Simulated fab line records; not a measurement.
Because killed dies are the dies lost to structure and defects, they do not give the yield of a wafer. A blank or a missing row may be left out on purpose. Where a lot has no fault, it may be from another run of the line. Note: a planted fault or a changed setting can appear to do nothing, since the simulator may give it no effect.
Which tool did it?    flow rit_cmos    14 lots with 42 wafers sampled at 2 steps, on a route of 202 steps

## WHAT THE GAUGES SHOWED, per wafer
Not one reading of a measure or inspect step in the record can be checked against a usual standard deviation.

## TOOL THAT RAN EACH LOT (tool first, then ch and the chambers of the sampled wafers, then the start)
lot   RIT_GATE_CLEAN_01               RIT_M1_PROBE_99
L898  wet_bench-04 ch 1, day 2 17:53  prober-02, day 3 21:18
L899  wet_bench-01 ch 3, day 2 22:07  prober-01, day 4 02:05
L901  wet_bench-04 ch 0, day 3 05:15  prober-02, day 4 17:38
L903  wet_bench-03 ch 2, day 3 13:27  prober-02, day 5 00:07
L907  wet_bench-03 ch 0, day 4 14:13  prober-01, day 5 19:14
L909  wet_bench-04 ch 2, day 4 21:25  prober-02, day 6 02:04
L910  wet_bench-04 ch 3, day 5 02:41  prober-01, day 6 08:03
L912  wet_bench-01 ch 2, day 5 13:50  prober-01, day 6 16:38
L913  wet_bench-04 ch 2, day 5 17:51  prober-02, day 6 22:18
L914  wet_bench-03 ch 0, day 6 00:28  prober-01, day 7 04:38
L916  wet_bench-04 ch 3, day 6 08:06  prober-01, day 7 17:46
L917  wet_bench-03 ch 1, day 6 14:24  prober-02, day 7 20:49
L918  wet_bench-01 ch 1, day 6 20:29  prober-02, day 8 06:17
L919  wet_bench-01 ch 1, day 7 02:15  prober-01, day 8 10:20
- RIT_GATE_CLEAN_01: cleans in SC1, time 600 s.
- RIT_M1_PROBE_99

## WHAT THE TOOLS THEMSELVES READ (means of the sampled wafers that have a number; where no wafer has one, the mark that the record gives instead)
RIT_GATE_CLEAN_01.
lot   tool          bath_guard_temp_C (C)  bath_heat_duty_pct (%)
L898  wet_bench-04  74.4                   16.5
L899  wet_bench-01  74.6                   17.1
L901  wet_bench-04  74.9                   15.5
L903  wet_bench-03  74.1                   16.1
L907  wet_bench-03  75.5                   16.5
L909  wet_bench-04  -                      -
L910  wet_bench-04  -                      -
L912  wet_bench-01  74.9                   15.1
L913  wet_bench-04  74.5                   17.7
L914  wet_bench-03  75.4                   17.2
L916  wet_bench-04  75.0                   14.5
L917  wet_bench-03  75.5                   16.2
L918  wet_bench-01  74.3                   14.6
L919  wet_bench-01  74.3                   15.3

RIT_M1_PROBE_99.
lot   tool       killed_at_contacts  killed_at_front_end  killed_dies  killed_open  killed_short
L898  prober-02  0.0                 7                    7            3.3          3.7
L899  prober-01  0.0                 3                    3            1.0          2.0
L901  prober-02  0.3                 5                    6            2.3          3.3
L903  prober-02  0.0                 5                    5            3.0          1.7
L907  prober-01  0.0                 6                    6            3.7          2.7
L909  prober-02  0.0                 9                    9            4.3          4.7
L910  prober-01  0.0                 6                    6            3.3          2.7
L912  prober-01  0.0                 6                    6            4.3          1.7
L913  prober-02  0.3                 6                    6            2.7          3.3
L914  prober-01  0.0                 8                    8            2.7          5.7
L916  prober-01  0.0                 5                    5            3.0          1.7
L917  prober-02  0.3                 10                   10           4.7          5.3
L918  prober-02  0.0                 8                    8            3.0          4.7
L919  prober-01  0.0                 7                    7            2.7          4.0

## THE ANSWER, worked out from the rows above alone
Rule: the usual values come from the lots themselves. The widest of any qualifying gaps counts: lots, ordered by their means at a reading, are off when they make up no more than a third of the lots, leave a main group of 4 or more, and stand apart from it by 3 or more times the standard deviation of that group's means. A main group whose means are all the same, to the digits that the tables above print for the reading, isn't used. Also off: a lot with no number at a reading for which 4 or more lots have one. Where the step has rows for the other lots, those lots are counted as sound. First the gauges in route order, then the tools' own readings, where a lot's mean is used as printed above. At the first step where some lot is off, the reading lying furthest off is the one used; lots without a number count as furthest.
Off at RIT_GATE_CLEAN_01 (bath_guard_temp_C): L909, L910. Without a number there: L909, L910. The main group has a mean of 74.8 C with a standard deviation of 0.47.
If a tool, at that step or one of the process steps before it, ran each lot that is off and ran no sound lot following the first of them, it fits. Not one of the candidates tried fits.

## WHAT THE SIMULATOR HAD INSERTED
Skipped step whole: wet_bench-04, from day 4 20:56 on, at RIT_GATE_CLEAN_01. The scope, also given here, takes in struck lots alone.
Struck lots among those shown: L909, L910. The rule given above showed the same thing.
